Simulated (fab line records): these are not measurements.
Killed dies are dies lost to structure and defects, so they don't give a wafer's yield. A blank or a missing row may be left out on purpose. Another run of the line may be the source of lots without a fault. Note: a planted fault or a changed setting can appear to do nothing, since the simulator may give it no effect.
Which tool is to blame? / flow berkeley-cmos170 / 14 lots with 42 wafers sampled at 6 steps, on a route of 331 steps

## WHAT THE GAUGES SHOWED, per wafer
UCB170_M1_OVL_MEAS_10. Usual: M1_OVL -1 nm, standard deviation 5.3.
lot=L809; measured=day 7 16:22; on=overlay-02; M1_OVL (nm)=-3 -5 2; flag=
lot=L811; measured=day 7 15:25; on=overlay-01; M1_OVL (nm)=-2 -3 -8; flag=
lot=L812; measured=day 7 16:38; on=overlay-01; M1_OVL (nm)=-2 -6 -6; flag=
lot=L813; measured=day 7 15:47; on=overlay-02; M1_OVL (nm)=-3 -5 -1; flag=
lot=L814; measured=day 8 16:42; on=overlay-01; M1_OVL (nm)=-6 -9 0; flag=
lot=L815; measured=day 8 13:35; on=overlay-02; M1_OVL (nm)=-7 4 -10; flag=
lot=L816; measured=day 8 17:17; on=overlay-01; M1_OVL (nm)=-5 -5 -7; flag=
lot=L818; measured=day 9 12:02; on=overlay-01; M1_OVL (nm)=9 6 -2; flag=
lot=L820; measured=day 9 11:46; on=overlay-01; M1_OVL (nm)=-5 2 -5; flag=
lot=L823; measured=day 10 09:34; on=overlay-01; M1_OVL (nm)=-2 -4 -5; flag=
lot=L825; measured=day 10 18:28; on=overlay-01; M1_OVL (nm)=0 -1 -2; flag=
lot=L828; measured=day 10 23:24; on=overlay-01; M1_OVL (nm)=-4 0 0; flag=
lot=L831; measured=day 11 18:37; on=overlay-02; M1_OVL (nm)=-3 1 -6; flag=
lot=L830; measured=day 11 18:20; on=overlay-01; M1_OVL (nm)=0 8 0; flag=

UCB170_M2_RS_MEAS_02: the measuring method here is four-point-probe. Usual: M2_AL_RS 0.0321 ohm/sq, standard deviation 0.00031.
lot=L809; measured=day 7 23:29; on=film-metro-04; M2_AL_RS (ohm/sq)=0.0317 0.0318 0.0315; flag=
lot=L811; measured=day 7 23:10; on=film-metro-01; M2_AL_RS (ohm/sq)=0.0324 0.0319 0.0320; flag=
lot=L812; measured=day 7 23:47; on=film-metro-04; M2_AL_RS (ohm/sq)=0.0319 0.0318 0.0319; flag=
lot=L813; measured=day 7 23:17; on=film-metro-04; M2_AL_RS (ohm/sq)=0.0322 0.0320 0.0319; flag=
lot=L814; measured=day 9 01:08; on=film-metro-03; M2_AL_RS (ohm/sq)=0.0326 0.0326 0.0329; flag=
lot=L815; measured=day 8 20:12; on=film-metro-01; M2_AL_RS (ohm/sq)=0.0319 0.0320 0.0317; flag=
lot=L816; measured=day 9 01:15; on=film-metro-04; M2_AL_RS (ohm/sq)=0.0321 0.0319 0.0323; flag=
lot=L818; measured=day 9 22:05; on=film-metro-04; M2_AL_RS (ohm/sq)=0.0323 0.0321 0.0325; flag=
lot=L820; measured=day 9 21:55; on=film-metro-03; M2_AL_RS (ohm/sq)=0.0319 0.0319 0.0316; flag=
lot=L823; measured=day 10 18:45; on=film-metro-01; M2_AL_RS (ohm/sq)=0.0319 0.0322 0.0321; flag=
lot=L825; measured=day 11 02:11; on=film-metro-03; M2_AL_RS (ohm/sq)=0.0361 0.0362 0.0361; flag=OFF
lot=L828; measured=day 11 09:26; on=film-metro-01; M2_AL_RS (ohm/sq)=0.0364 0.0365 0.0366; flag=OFF
lot=L831; measured=day 12 01:38; on=film-metro-01; M2_AL_RS (ohm/sq)=0.0317 0.0320 0.0319; flag=
lot=L830; measured=day 12 00:56; on=film-metro-03; M2_AL_RS (ohm/sq)=0.0323 0.0322 0.0321; flag=

UCB170_M2_THK_MEAS_03: measures by xrf. Usual: M2_AL_THK 908 nm, standard deviation 8.9.
lot=L809; measured=day 7 23:36; on=film-metro-04; M2_AL_THK (nm)=922 916 921; flag=
lot=L811; measured=day 7 23:17; on=film-metro-01; M2_AL_THK (nm)=906 906 912; flag=
lot=L812; measured=day 7 23:54; on=film-metro-04; M2_AL_THK (nm)=912 907 914; flag=
lot=L813; measured=day 7 23:25; on=film-metro-04; M2_AL_THK (nm)=899 912 913; flag=
lot=L814; measured=day 9 01:14; on=film-metro-03; M2_AL_THK (nm)=897 894 886; flag=
lot=L815; measured=day 8 20:17; on=film-metro-01; M2_AL_THK (nm)=911 908 919; flag=
lot=L816; measured=day 9 01:22; on=film-metro-04; M2_AL_THK (nm)=916 910 911; flag=
lot=L818; measured=day 9 22:12; on=film-metro-04; M2_AL_THK (nm)=901 907 894; flag=
lot=L820; measured=day 9 22:02; on=film-metro-03; M2_AL_THK (nm)=915 915 924; flag=
lot=L823; measured=day 10 18:51; on=film-metro-01; M2_AL_THK (nm)=917 903 903; flag=
lot=L825; measured=day 11 02:18; on=film-metro-03; M2_AL_THK (nm)=827 827 829; flag=OFF
lot=L828; measured=day 11 09:32; on=film-metro-01; M2_AL_THK (nm)=813 818 818; flag=OFF
lot=L831; measured=day 12 01:44; on=film-metro-01; M2_AL_THK (nm)=925 914 914; flag=
lot=L830; measured=day 12 01:03; on=film-metro-03; M2_AL_THK (nm)=910 906 911; flag=

## EACH LOT AND THE TOOL THAT RAN IT (in order: tool; ch and the chambers of the sampled wafers; start)
lot=L809; UCB170_ACTIVE_STRIP_16=plasma-asher-02 ch 0,1, day 4 15:43; UCB170_GATE_STRIP_16=plasma-asher-02 ch 0,1, day 6 13:01; UCB170_M2_SPUTTER_01=pvd-sputter-03, day 7 23:20
lot=L811; UCB170_ACTIVE_STRIP_16=plasma-asher-03 ch 0,1, day 4 23:09; UCB170_GATE_STRIP_16=plasma-asher-03 ch 0,1, day 6 15:31; UCB170_M2_SPUTTER_01=pvd-sputter-02, day 7 23:04
lot=L812; UCB170_ACTIVE_STRIP_16=plasma-asher-02 ch 0,1, day 4 23:19; UCB170_GATE_STRIP_16=plasma-asher-02 ch 0,1, day 6 17:12; UCB170_M2_SPUTTER_01=pvd-sputter-02, day 7 23:41
lot=L813; UCB170_ACTIVE_STRIP_16=plasma-asher-04 ch 0,1, day 4 23:29; UCB170_GATE_STRIP_16=plasma-asher-02 ch 0,1, day 6 15:14; UCB170_M2_SPUTTER_01=pvd-sputter-04, day 7 23:13
lot=L814; UCB170_ACTIVE_STRIP_16=plasma-asher-02 ch 0,1, day 5 11:21; UCB170_GATE_STRIP_16=plasma-asher-02 ch 0,1, day 7 18:57; UCB170_M2_SPUTTER_01=pvd-sputter-02, day 9 01:02
lot=L815; UCB170_ACTIVE_STRIP_16=plasma-asher-03 ch 0,1, day 5 17:26; UCB170_GATE_STRIP_16=plasma-asher-02 ch 0,1, day 7 17:01; UCB170_M2_SPUTTER_01=pvd-sputter-04, day 8 20:03
lot=L816; UCB170_ACTIVE_STRIP_16=plasma-asher-02 ch 0,1, day 5 17:40; UCB170_GATE_STRIP_16=plasma-asher-04 ch 0, day 7 17:49; UCB170_M2_SPUTTER_01=pvd-sputter-04, day 9 01:08
lot=L818; UCB170_ACTIVE_STRIP_16=plasma-asher-03 ch 0,1, day 6 11:20; UCB170_GATE_STRIP_16=plasma-asher-02 ch 0,1, day 8 13:58; UCB170_M2_SPUTTER_01=pvd-sputter-02, day 9 21:57
lot=L820; UCB170_ACTIVE_STRIP_16=plasma-asher-02 ch 0,1, day 6 15:41; UCB170_GATE_STRIP_16=plasma-asher-03 ch 1, day 8 14:14; UCB170_M2_SPUTTER_01=pvd-sputter-03, day 9 21:50
lot=L823; UCB170_ACTIVE_STRIP_16=plasma-asher-02 ch 0,1, day 7 10:59; UCB170_GATE_STRIP_16=plasma-asher-02 ch 0,1, day 9 05:19; UCB170_M2_SPUTTER_01=pvd-sputter-04, day 10 18:38
lot=L825; UCB170_ACTIVE_STRIP_16=plasma-asher-02 ch 0,1, day 7 16:06; UCB170_GATE_STRIP_16=plasma-asher-02 ch 0,1, day 9 18:22; UCB170_M2_SPUTTER_01=pvd-sputter-02, day 11 02:05
lot=L828; UCB170_ACTIVE_STRIP_16=plasma-asher-02 ch 0,1, day 8 10:27; UCB170_GATE_STRIP_16=plasma-asher-02 ch 0,1, day 10 00:26; UCB170_M2_SPUTTER_01=pvd-sputter-02, day 11 09:17
lot=L831; UCB170_ACTIVE_STRIP_16=plasma-asher-03 ch 0,1, day 8 16:16; UCB170_GATE_STRIP_16=plasma-asher-04 ch 0,1, day 10 17:14; UCB170_M2_SPUTTER_01=pvd-sputter-03, day 12 01:31
lot=L830; UCB170_ACTIVE_STRIP_16=plasma-asher-04 ch 0,1, day 8 16:30; UCB170_GATE_STRIP_16=plasma-asher-03 ch 0,1, day 10 17:03; UCB170_M2_SPUTTER_01=pvd-sputter-04, day 12 00:50
- UCB170_ACTIVE_STRIP_16: strips in O2.
- UCB170_GATE_STRIP_16: strips in O2.
- UCB170_M2_SPUTTER_01: material Al, target thk 900 nm, time 120 s.

## AS READ BY THE TOOLS THEMSELVES (means over the sampled wafers that have a number; for cases with no such wafer, the mark the record gives instead)
UCB170_ACTIVE_STRIP_16. Usual: drypump-motor-current-A 5.6 A, standard deviation 0.42; o2-flow-sccm 400.0 sccm, standard deviation 1.2; oes-product-au 0.721 a.u., standard deviation 0.004; strip-time-to-endpoint-s 18.10 s, standard deviation 0.075.
lot=L809; tool=plasma-asher-02; drypump-motor-current-A (A)=5.5; o2-flow-sccm (sccm)=399.7; oes-product-au (a.u.)=0.723; strip-time-to-endpoint-s (s)=18.12; flag=
lot=L811; tool=plasma-asher-03; drypump-motor-current-A (A)=5.5; o2-flow-sccm (sccm)=400.6; oes-product-au (a.u.)=0.724; strip-time-to-endpoint-s (s)=18.07; flag=
lot=L812; tool=plasma-asher-02; drypump-motor-current-A (A)=5.2; o2-flow-sccm (sccm)=397.6; oes-product-au (a.u.)=0.718; strip-time-to-endpoint-s (s)=18.01; flag=
lot=L813; tool=plasma-asher-04; drypump-motor-current-A (A)=6.2; o2-flow-sccm (sccm)=399.5; oes-product-au (a.u.)=0.720; strip-time-to-endpoint-s (s)=18.15; flag=
lot=L814; tool=plasma-asher-02; drypump-motor-current-A (A)=5.2; o2-flow-sccm (sccm)=401.2; oes-product-au (a.u.)=0.723; strip-time-to-endpoint-s (s)=18.11; flag=
lot=L815; tool=plasma-asher-03; drypump-motor-current-A (A)=5.5; o2-flow-sccm (sccm)=401.2; oes-product-au (a.u.)=0.719; strip-time-to-endpoint-s (s)=18.07; flag=
lot=L816; tool=plasma-asher-02; drypump-motor-current-A (A)=5.2; o2-flow-sccm (sccm)=398.9; oes-product-au (a.u.)=0.722; strip-time-to-endpoint-s (s)=18.00; flag=
lot=L818; tool=plasma-asher-03; drypump-motor-current-A (A)=5.6; o2-flow-sccm (sccm)=400.2; oes-product-au (a.u.)=0.721; strip-time-to-endpoint-s (s)=18.12; flag=
lot=L820; tool=plasma-asher-02; drypump-motor-current-A (A)=5.4; o2-flow-sccm (sccm)=400.4; oes-product-au (a.u.)=0.723; strip-time-to-endpoint-s (s)=18.00; flag=
lot=L823; tool=plasma-asher-02; drypump-motor-current-A (A)=5.5; o2-flow-sccm (sccm)=400.1; oes-product-au (a.u.)=0.721; strip-time-to-endpoint-s (s)=18.11; flag=
lot=L825; tool=plasma-asher-02; drypump-motor-current-A (A)=5.2; o2-flow-sccm (sccm)=400.7; oes-product-au (a.u.)=0.716; strip-time-to-endpoint-s (s)=18.15; flag=
lot=L828; tool=plasma-asher-02; drypump-motor-current-A (A)=5.2; o2-flow-sccm (sccm)=399.4; oes-product-au (a.u.)=0.722; strip-time-to-endpoint-s (s)=18.14; flag=
lot=L831; tool=plasma-asher-03; drypump-motor-current-A (A)=5.5; o2-flow-sccm (sccm)=398.1; oes-product-au (a.u.)=0.718; strip-time-to-endpoint-s (s)=18.09; flag=
lot=L830; tool=plasma-asher-04; drypump-motor-current-A (A)=6.3; o2-flow-sccm (sccm)=400.3; oes-product-au (a.u.)=0.721; strip-time-to-endpoint-s (s)=18.16; flag=

UCB170_GATE_STRIP_16. Usual: drypump-motor-current-A 5.7 A, standard deviation 0.47; o2-flow-sccm 400.0 sccm, standard deviation 1.2; oes-product-au 0.724 a.u., standard deviation 0.0043.
lot=L809; tool=plasma-asher-02; drypump-motor-current-A (A)=5.2; o2-flow-sccm (sccm)=399.2; oes-product-au (a.u.)=0.719; flag=
lot=L811; tool=plasma-asher-03; drypump-motor-current-A (A)=5.6; o2-flow-sccm (sccm)=401.4; oes-product-au (a.u.)=0.722; flag=
lot=L812; tool=plasma-asher-02; drypump-motor-current-A (A)=5.2; o2-flow-sccm (sccm)=399.8; oes-product-au (a.u.)=0.724; flag=
lot=L813; tool=plasma-asher-02; drypump-motor-current-A (A)=5.2; o2-flow-sccm (sccm)=400.1; oes-product-au (a.u.)=0.725; flag=
lot=L814; tool=plasma-asher-02; drypump-motor-current-A (A)=5.5; o2-flow-sccm (sccm)=399.9; oes-product-au (a.u.)=0.725; flag=
lot=L815; tool=plasma-asher-02; drypump-motor-current-A (A)=5.5; o2-flow-sccm (sccm)=399.5; oes-product-au (a.u.)=0.722; flag=
lot=L816; tool=plasma-asher-04; drypump-motor-current-A (A)=6.4; o2-flow-sccm (sccm)=401.4; oes-product-au (a.u.)=0.724; flag=
lot=L818; tool=plasma-asher-02; drypump-motor-current-A (A)=5.5; o2-flow-sccm (sccm)=400.0; oes-product-au (a.u.)=0.728; flag=
lot=L820; tool=plasma-asher-03; drypump-motor-current-A (A)=5.5; o2-flow-sccm (sccm)=400.0; oes-product-au (a.u.)=0.726; flag=
lot=L823; tool=plasma-asher-02; drypump-motor-current-A (A)=5.5; o2-flow-sccm (sccm)=400.6; oes-product-au (a.u.)=0.723; flag=
lot=L825; tool=plasma-asher-02; drypump-motor-current-A (A)=5.4; o2-flow-sccm (sccm)=400.3; oes-product-au (a.u.)=0.721; flag=
lot=L828; tool=plasma-asher-02; drypump-motor-current-A (A)=5.2; o2-flow-sccm (sccm)=399.6; oes-product-au (a.u.)=0.722; flag=
lot=L831; tool=plasma-asher-04; drypump-motor-current-A (A)=6.3; o2-flow-sccm (sccm)=400.5; oes-product-au (a.u.)=0.723; flag=
lot=L830; tool=plasma-asher-03; drypump-motor-current-A (A)=5.5; o2-flow-sccm (sccm)=398.5; oes-product-au (a.u.)=0.722; flag=

UCB170_M2_SPUTTER_01. Usual: 29.9 % for throttle-valve-pct, sd 1.3.
lot=L809; tool=pvd-sputter-03; throttle-valve-pct (%)=29.3; flag=
lot=L811; tool=pvd-sputter-02; throttle-valve-pct (%)=29.8; flag=
lot=L812; tool=pvd-sputter-02; throttle-valve-pct (%)=30.3; flag=
lot=L813; tool=pvd-sputter-04; throttle-valve-pct (%)=30.1; flag=
lot=L814; tool=pvd-sputter-02; throttle-valve-pct (%)=29.9; flag=
lot=L815; tool=pvd-sputter-04; throttle-valve-pct (%)=30.8; flag=
lot=L816; tool=pvd-sputter-04; throttle-valve-pct (%)=30.5; flag=
lot=L818; tool=pvd-sputter-02; throttle-valve-pct (%)=29.1; flag=
lot=L820; tool=pvd-sputter-03; throttle-valve-pct (%)=29.4; flag=
lot=L823; tool=pvd-sputter-04; throttle-valve-pct (%)=30.3; flag=
lot=L825; tool=pvd-sputter-02; throttle-valve-pct (%)=29.8; flag=
lot=L828; tool=pvd-sputter-02; throttle-valve-pct (%)=29.9; flag=
lot=L831; tool=pvd-sputter-03; throttle-valve-pct (%)=30.3; flag=
lot=L830; tool=pvd-sputter-04; throttle-valve-pct (%)=30.8; flag=

## THE ANSWER, worked out from the rows above alone
Rule: lot off if the mean of its wafers having a number is beyond 3 standard deviations from the usual mean. Also off: a lot with no number at a reading for which 4 or more lots have one. The other lots that the step has rows for count as sound. Order of review: gauges by route order, followed by the tools' own readings, for which a lot's mean as printed above is used. The first step at which some lot is off is used, and at that step the reading that is off furthest; a lot without a number counts as furthest.
Off: at UCB170_M2_RS_MEAS_02 (M2_AL_RS), L825, L828.
A tool fits if, at a process step before that reading, it ran every lot that is off, and no sound lot after the first of them. Those tools and the gauges at UCB170_M2_RS_MEAS_02 are tried in the same way. 2 tools fit, plasma-asher-02 at UCB170_ACTIVE_STRIP_16 and UCB170_GATE_STRIP_16 and pvd-sputter-02 at UCB170_M2_SPUTTER_01, so this cannot tell which one it is.

## WHAT HAD BEEN PUT IN BY THE SIMULATOR
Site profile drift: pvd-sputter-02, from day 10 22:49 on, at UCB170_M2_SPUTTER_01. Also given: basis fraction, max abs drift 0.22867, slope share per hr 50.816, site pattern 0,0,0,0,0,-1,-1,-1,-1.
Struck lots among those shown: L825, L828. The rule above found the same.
